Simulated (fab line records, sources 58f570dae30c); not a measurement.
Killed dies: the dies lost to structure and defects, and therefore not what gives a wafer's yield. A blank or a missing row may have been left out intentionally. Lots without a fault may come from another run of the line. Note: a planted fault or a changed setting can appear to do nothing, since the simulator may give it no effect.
One fault seen from 2 desks || flow berkeley cmos170 || each desk holds nothing but its own numbers, with what lay behind them at the end

== METROLOGY DESK ==
What the gauges read for every lot (on any tool): the sampled wafers with a number, averaged. Any lot whose mean is over 4 standard deviations away from the usual mean is out of limits and marked OUT; that distance is given in the brackets.
Columns: A = PLDD_OVL at UCB170_PLDD_OVL_MEAS_07, usual 5 nm; B = PLDD_TW at UCB170_PLDD_TW_MEAS_11, usual 1024; C = cd nm at UCB170_NSD_CD_MEAS_06, usual 1200.3 nm; D = PLDD_RS at UCB170_SDANNEAL_RS_MEAS_04, usual 1031.9 ohm/sq
{"lot": "L193", "first seen here": "day 7 14:35", "A": -1, "B": 1007, "C": 1202.0, "D": 1031.0}
{"lot": "L194", "first seen here": "day 8 05:24", "A": 7, "B": 1014, "C": 1201.4, "D": 1030.4}
{"lot": "L197", "first seen here": "day 8 05:32", "A": 6, "B": 1034, "C": 1202.2, "D": 1034.2}
{"lot": "L195", "first seen here": "day 8 05:40", "A": 6, "B": 1029, "C": 1200.2, "D": 1033.6}
{"lot": "L196", "first seen here": "day 8 05:58", "A": 3, "B": 1031, "C": 1199.8, "D": 1033.6}
{"lot": "L198", "first seen here": "day 8 17:16", "A": 6, "B": 1035, "C": 1200.8, "D": 1029.3}
{"lot": "L202", "first seen here": "day 9 13:32", "A": 5, "B": 1035, "C": 1199.9, "D": 1032.1}
{"lot": "L203", "first seen here": "day 9 13:48", "A": -3, "B": 1068, "C": 1198.8, "D": "885.4 (-61) OUT"}
{"lot": "L206", "first seen here": "day 10 11:27", "A": 3, "B": 1066, "C": 1199.8, "D": "884.5 (-61) OUT"}
{"lot": "L208", "first seen here": "day 10 12:10", "A": 14, "B": 1036, "C": 1201.8, "D": 1030.4}
{"lot": "L210", "first seen here": "day 10 19:02", "A": -1, "B": 1035, "C": 1199.4, "D": 1033.4}
{"lot": "L214", "first seen here": "day 11 16:58", "A": 5, "B": 1035, "C": 1203.5, "D": 1035.2}
{"lot": "L216", "first seen here": "day 12 03:20", "A": 1, "B": 1009, "C": 1197.6, "D": 1028.5}
Per this desk, out of limits: L203, L206; the first was L203, day 10 05:18 (PLDD_RS at UCB170_SDANNEAL_RS_MEAS_04). Within limits: L193, L194, L197, L195, L196, L198, L202, L208, L210, L214, L216.

== THE TOOL OWNER'S DESK: implanter-04 ==
The tool's own readings at UCB170_PLDD_IMPLANT_09, given as means over the sampled wafers that have a number, one for each lot that went through this tool. Any lot whose mean is over 4 standard deviations away from the usual mean is out of limits and marked OUT; that distance is given in the brackets.
Columns: A = beam on s at UCB170_PLDD_IMPLANT_09, usual 10.00 s; B = faraday current uA at UCB170_PLDD_IMPLANT_09, usual 159
{"lot": "L197", "first seen here": "day 8 05:45", "A": 9.85, "B": 161}
{"lot": "L203", "first seen here": "day 9 14:00", "A": "14.47 (+21) OUT", "B": "109 (-16) OUT"}
{"lot": "L206", "first seen here": "day 10 11:39", "A": "14.36 (+21) OUT", "B": "111 (-15) OUT"}
This desk's finding: out of limits on L203, L206; first on L203, day 9 14:00 (beam on s at UCB170_PLDD_IMPLANT_09). Within limits: L197.

== BROUGHT TOGETHER ==
On L203, L206, at day 9 14:00, an alarm was possible from the tool owner's desk.
An alarm was possible from the metrology desk at day 10 05:18, on L203, L206.
UCB170_PLDD_IMPLANT_09 was run on implanter-04 by each of the lots named.

== WHAT THE SIMULATOR HAD INSERTED ==
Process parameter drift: implanter-04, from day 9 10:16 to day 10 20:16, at UCB170_PLDD_IMPLANT_09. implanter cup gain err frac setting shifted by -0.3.
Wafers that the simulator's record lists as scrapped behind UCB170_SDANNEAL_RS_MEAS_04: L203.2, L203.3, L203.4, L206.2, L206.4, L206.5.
Shown lots that were struck: L203, L206.
Time in hours from fault onset to the first out-of-limits reading at each desk: tool owner's desk 4, metrology desk 19.
